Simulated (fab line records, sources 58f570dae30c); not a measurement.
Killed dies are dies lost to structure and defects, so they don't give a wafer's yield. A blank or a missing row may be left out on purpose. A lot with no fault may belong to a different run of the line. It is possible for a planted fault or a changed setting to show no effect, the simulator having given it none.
The same fault as seen by 2 desks ; flow berkeley cmos170 ; each desk holds nothing but its own numbers, with what lay behind them at the end

## AT THE TOOL OWNER'S DESK: implanter-04
The tool's own readings at UCB170_NWELL_IMPLANT_14, given as means over the sampled wafers that have a number, one for each lot that went through this tool. Any lot whose mean is over 4 standard deviations away from the usual mean is out of limits and marked OUT; that distance is given in the brackets.
Columns: A = dose ions cm2 at UCB170_NWELL_IMPLANT_14, usual 1.0002e+13; B = faraday current uA at UCB170_NWELL_IMPLANT_14, usual 31.7
lot;first seen here;A;B
L214;day 3 11:14;9.9973e+12;31.8
L215;day 3 15:46;1.3002e+13 (+99 or more) OUT;41.5 (+16) OUT
L217;day 4 00:15;1.2997e+13 (+99 or more) OUT;40.6 (+15) OUT
L230;day 6 13:43;1.0007e+13;31.6
L232;day 7 02:55;1.0004e+13;31.9
This desk's finding: out of limits on L215, L217; first on L215, day 3 15:46 (dose ions cm2 at UCB170_NWELL_IMPLANT_14). Within limits: L214, L230, L232.

## METROLOGY DESK
What the gauges read, lot by lot, whatever tool the lot ran on: means of the sampled wafers that have a number. Any lot whose mean is over 4 standard deviations away from the usual mean is out of limits and marked OUT; that distance is given in the brackets.
Columns: A = NWELL_TW at UCB170_NWELL_TW_MEAS_16, usual 1248
lot;first seen here;A
L210;day 2 11:49;1236
L211;day 3 01:07;1252
L214;day 3 11:29;1251
L215;day 3 16:01;1368 (+10) OUT
L216;day 4 00:20;1235
L217;day 4 00:30;1366 (+9.9) OUT
L218;day 4 08:03;1256
L225;day 5 11:08;1242
L227;day 5 20:51;1242
L228;day 6 04:24;1232
L229;day 6 13:32;1236
L230;day 6 13:58;1276
L231;day 7 01:07;1270
L232;day 7 03:08;1251
This desk reports L215, L217 out of limits; the earliest was L215 at day 3 16:01 (NWELL_TW at UCB170_NWELL_TW_MEAS_16). Within limits: L210, L211, L214, L216, L218, L225, L227, L228, L229, L230, L231, L232.

## BROUGHT TOGETHER
The tool owner's desk had the chance to raise an alarm at day 3 15:46 on L215, L217.
Metrology desk: alarm possible at day 3 16:01 on L215, L217.
Of the lots named, all ran UCB170_NWELL_IMPLANT_14 on implanter-04.

## WHAT WAS PUT IN BY THE SIMULATOR
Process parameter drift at UCB170_NWELL_IMPLANT_14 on implanter-04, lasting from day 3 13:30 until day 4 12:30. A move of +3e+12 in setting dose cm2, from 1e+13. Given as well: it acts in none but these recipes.
Lots struck among those shown: L215, L217.
Hours from the fault's start to each desk's first reading out of limits: the tool owner's desk, 2; the metrology desk, 3.
